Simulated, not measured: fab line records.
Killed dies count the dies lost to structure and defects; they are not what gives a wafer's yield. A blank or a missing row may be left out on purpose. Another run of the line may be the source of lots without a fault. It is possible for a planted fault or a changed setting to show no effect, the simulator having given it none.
Struck lot and sound lot, side by side :: flow rit cmos :: 44 out of 202 route steps
Sound: the wafers L118.1, L118.2, L118.4. Struck: wafers L131.1, L131.5, L131.6. At the end, the cause is stated.
At each step with rows: each side's tool, then ch and its chambers, then its first start. Under that, the readings that differ: sound wafers :: struck wafers :: difference of the means :: sigmas: that difference in standard deviations of wafers without a fault.
alike: readings with means less than 2 such deviations apart, plus words and numbers identical on both sides. not compared: withheld readings, readings lacking a value on some wafer, bounds such as >300 that could conceal the same value, and numbers that have no deviation in the record and whose values overlap.
The two part at a step that has a row with sigmas, a row that says differs or no value, or rows on one side only. Numbers that have no deviation but don't overlap get no sigmas and don't part them. A reading missing from all wafers of one side parts the sides only when that side holds two or more wafers.

first, 1 step without rows for these wafers: RIT_PRETRO_IMPLANT_08.
RIT_PRETRO_STRIP_09: strips in O2, time 180 s.
  sound on plasma asher-03 ch 0,1, day 2 20:46; struck on plasma asher-04 ch 0,1, day 5 12:22
  alike: drypump motor current A, rf refl power W
  not compared: rf hours counter h
RIT_PRETRO_TW_MEAS_10:
  sound: film metro-01 at day 2 20:57; struck: film metro-03 at day 5 12:32
reading: PRETRO_TW
sound: 469 469 469
struck: 483 485 482
difference: +14
sigmas: +2
then, 5 steps without rows for these wafers: RIT_GATE_WET_ETCH_00 (etches SiO2 in BOE, target depth 56 nm, time 60 s); RIT_GATE_CLEAN_01 (cleans in SC1, time 600 s); RIT_GATE_CLEAN_02 (cleans in dHF, time 30 s); RIT_GATE_CLEAN_03 (cleans in SC2, time 600 s); RIT_GATE_CLEAN_04 (cleans in dHF, time 60 s).
RIT_FOX2_THK_MEAS_91:
  sound: film metro-02 at day 2 21:28; struck: film metro-04 at day 5 13:01
  alike: FIELD_OXIDE_LEFT_2_THK
then, 2 steps without rows for these wafers: RIT_GATE_OXIDATION_05 (target thk 3 nm, ox time 270 s); RIT_GATE_ANNEAL_06 (time 600 s).
RIT_GATE_THK_MEAS_07:
  sound: film metro-03 at day 3 01:28; struck: film metro-03 at day 5 19:45
reading: GATE_OXIDE_THK (nm)
sound: 3.15 3.04 3.09
struck: 2.94 2.97 2.99
difference: -0.13
sigmas: -2
RIT_GATE_CVD_08: deposits poly-Si from SiH4, target thk 250 nm, time 2220 s.
  sound on lpcvd-02 ch 1, day 3 01:31; struck on lpcvd-01 ch 0, day 5 19:49
reading: model.poly-Si_of_GATE_CVD_08.thk nm (nm)
sound: 244.9 247.7 247.2
struck: 123.2 123.1 123.4
difference: -123.4
sigmas: 
  alike: spike tc load C
RIT_GATE_THK_MEAS_09:
  sound: film metro-03 at day 3 03:08; struck: film metro-03 at day 5 21:26
reading: GATE_POLY_THK (nm)
sound: 244.8 247.6 247.4
struck: 123.2 123.1 123.5
difference: -123.3
sigmas: -54
then, 6 steps without rows for these wafers: RIT_GATE_HMDS_10 (prime time 60 s); RIT_GATE_COAT_11 (resist thk 850 nm); RIT_GATE_SOFTBAKE_12 (time 59.16 s); RIT_GATE_EXPOSE_13 (exposes mask M6, target cd 150 nm); RIT_GATE_PEB_14; RIT_GATE_DEVELOP_15 (develop time 50 s).
RIT_GATE_CD_MEAS_16 targets a cd of 150 nm.
  sound: cd sem-01 at day 3 04:43; struck: cd sem-02 at day 5 22:28
  alike: cd nm
RIT_GATE_OVL_MEAS_17:
  sound: overlay-02 at day 3 04:50; struck: overlay-01 at day 5 22:35
  alike: GATE_OVL
then, 1 step without rows for these wafers: RIT_GATE_HARDBAKE_18 (time 60 s).
RIT_GATE_ETCH_19: etches poly-Si in SF6/CHF3/O2, stops on SiO2, time 165 s, target depth 312.5 nm.
  sound on rie si-02 ch 0,3, day 3 05:15; struck on rie si-01 ch 0,1,3, day 5 22:46
reading: oes product au (a.u.)
sound: 0.833 0.832 0.833
struck: 0.546 0.542 0.554
difference: -0.285
sigmas: -30

reading: model.GATE.feature depth nm (nm)
sound: 244.9 247.7 247.2
struck: 123.2 123.1 123.4
difference: -123.4
sigmas: 

reading: model.etch.depth nm (nm)
sound: 244.9 247.7 247.2
struck: 123.2 123.1 123.4
difference: -123.4
sigmas: 
  alike: CHF3_flow_sccm, drypump motor current A, throttle valve pct
  not compared: rf hours counter h
RIT_GATE_STRIP_20: strips in O2, time 180 s.
  sound on plasma asher-03 ch 0,1, day 3 05:22; struck on plasma asher-03 ch 0,1, day 5 22:53
  alike: drypump motor current A, rf refl power W
  not compared: rf hours counter h
RIT_GATE_CD_MEAS_90 targets a cd of 150 nm.
  sound: cd sem-02 at day 3 05:32; struck: cd sem-01 at day 5 23:03
  alike: cd nm
then, 4 steps without rows for these wafers: RIT_REOX_CLEAN_00 (cleans in SC1, time 600 s); RIT_REOX_CLEAN_01 (cleans in dHF, time 30 s); RIT_REOX_CLEAN_02 (cleans in SC2, time 600 s); RIT_REOX_OXIDATION_03 (target thk 25.2 nm, ox time 5580 s).
RIT_REOX_THK_MEAS_04:
  sound: film metro-03 at day 3 08:35; struck: film metro-03 at day 6 05:56
  alike: REOX_OXIDE_THK
then, 6 steps without rows for these wafers: RIT_NLDD_HMDS_00 (prime time 60 s); RIT_NLDD_COAT_01 (resist thk 1000 nm); RIT_NLDD_SOFTBAKE_02 (time 60 s); RIT_NLDD_EXPOSE_03 (exposes mask M7, target cd 40700 nm); RIT_NLDD_PEB_04; RIT_NLDD_DEVELOP_05 (develop time 50 s).
RIT_NLDD_OVL_MEAS_06:
  sound: overlay-02 at day 3 09:31; struck: overlay-01 at day 6 07:05
  alike: NLDD_OVL
then, 2 steps without rows for these wafers: RIT_NLDD_HARDBAKE_07 (time 60 s); RIT_NLDD_IMPLANT_08.
RIT_NLDD_STRIP_09: strips in O2, time 180 s.
  sound on plasma asher-02 ch 0,1, day 3 09:59; struck on plasma asher-04 ch 0,1, day 6 07:25
  alike: drypump motor current A, rf refl power W
  not compared: rf hours counter h
RIT_NLDD_TW_MEAS_10:
  sound: film metro-02 at day 3 10:10; struck: film metro-02 at day 6 07:35
  alike: NLDD_TW
RIT_SDANNEAL_CLEAN_02: cleans in SC2, time 600 s.
  sound on wet bench-01 ch 0, day 3 17:49; struck on wet bench-03 ch 2, day 6 14:57
reading: model.poly-Si_of_GATE_CVD_08.thk nm (nm)
sound: 155.4 160.4 158.7
struck: 33.94 33.91 34
difference: -124.22
sigmas: 
RIT_M1_PROBE_99:
  sound: prober-02 at day 4 01:35; struck: prober-01 at day 6 22:41
  alike: killed at front end, killed dies, killed on rim, killed open, killed short

WHERE THEY PART
Earliest at RIT_PRETRO_TW_MEAS_10; latest, in this record, at RIT_GATE_ETCH_19. Later steps at which nothing parts them and some readings are alike: RIT_GATE_STRIP_20, RIT_GATE_CD_MEAS_90, RIT_REOX_THK_MEAS_04, RIT_NLDD_OVL_MEAS_06, RIT_NLDD_STRIP_09, RIT_NLDD_TW_MEAS_10, RIT_M1_PROBE_99.

WHY: what the simulator had put in
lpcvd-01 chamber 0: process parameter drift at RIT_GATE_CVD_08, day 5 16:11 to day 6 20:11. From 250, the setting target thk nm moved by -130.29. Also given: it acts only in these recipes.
